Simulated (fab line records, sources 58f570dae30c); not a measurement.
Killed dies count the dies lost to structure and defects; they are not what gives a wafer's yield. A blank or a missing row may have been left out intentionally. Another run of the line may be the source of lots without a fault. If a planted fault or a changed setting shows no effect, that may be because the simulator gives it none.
What tool caused it? | flow berkeley_cmos170 | 7 lots (21 wafers sampled), 1 step of a 331-step route

## WHAT EACH GAUGE READ, for each wafer
UCB170_V1_OVL_MEAS_13.
lot  | measured     | on         | V1_OVL (nm)
L282 | day 7 12:23  | overlay-01 | 2 3 7
L284 | day 7 12:59  | overlay-02 | -2 2 -4
L287 | day 8 12:14  | overlay-01 | -3 4 3
L294 | day 10 09:51 | overlay-02 | 4 3 3
L295 | day 11 06:35 | overlay-02 | -3 1 -3
L302 | day 12 04:42 | overlay-02 | 2 5 0
L303 | day 13 04:22 | overlay-01 | 6 9 -5

## WHICH TOOL RAN EACH LOT (tool, then ch and the chambers of the sampled wafers, then the start)
Record: no process step prior to these readings.

## THE ANSWER, worked out from the rows above alone
Rule: the lots themselves supply what counts as usual. Put in order of their means at a reading, lots are off if they are a third of the lots or fewer, leave a main group of 4 or more, and stand apart from it by a gap of 3 or more times the standard deviation of the main group's means; of several such gaps the widest counts. If all means in a main group match to the digits the tables above print for the reading, that group is not used. A lot without any number at a reading at which 4 lots or more have one is off too. All remaining lots with rows at the step are treated as sound.
Nothing can be told from this: no lot is off at any reading shown.

## WHAT THE SIMULATOR HAD INSERTED
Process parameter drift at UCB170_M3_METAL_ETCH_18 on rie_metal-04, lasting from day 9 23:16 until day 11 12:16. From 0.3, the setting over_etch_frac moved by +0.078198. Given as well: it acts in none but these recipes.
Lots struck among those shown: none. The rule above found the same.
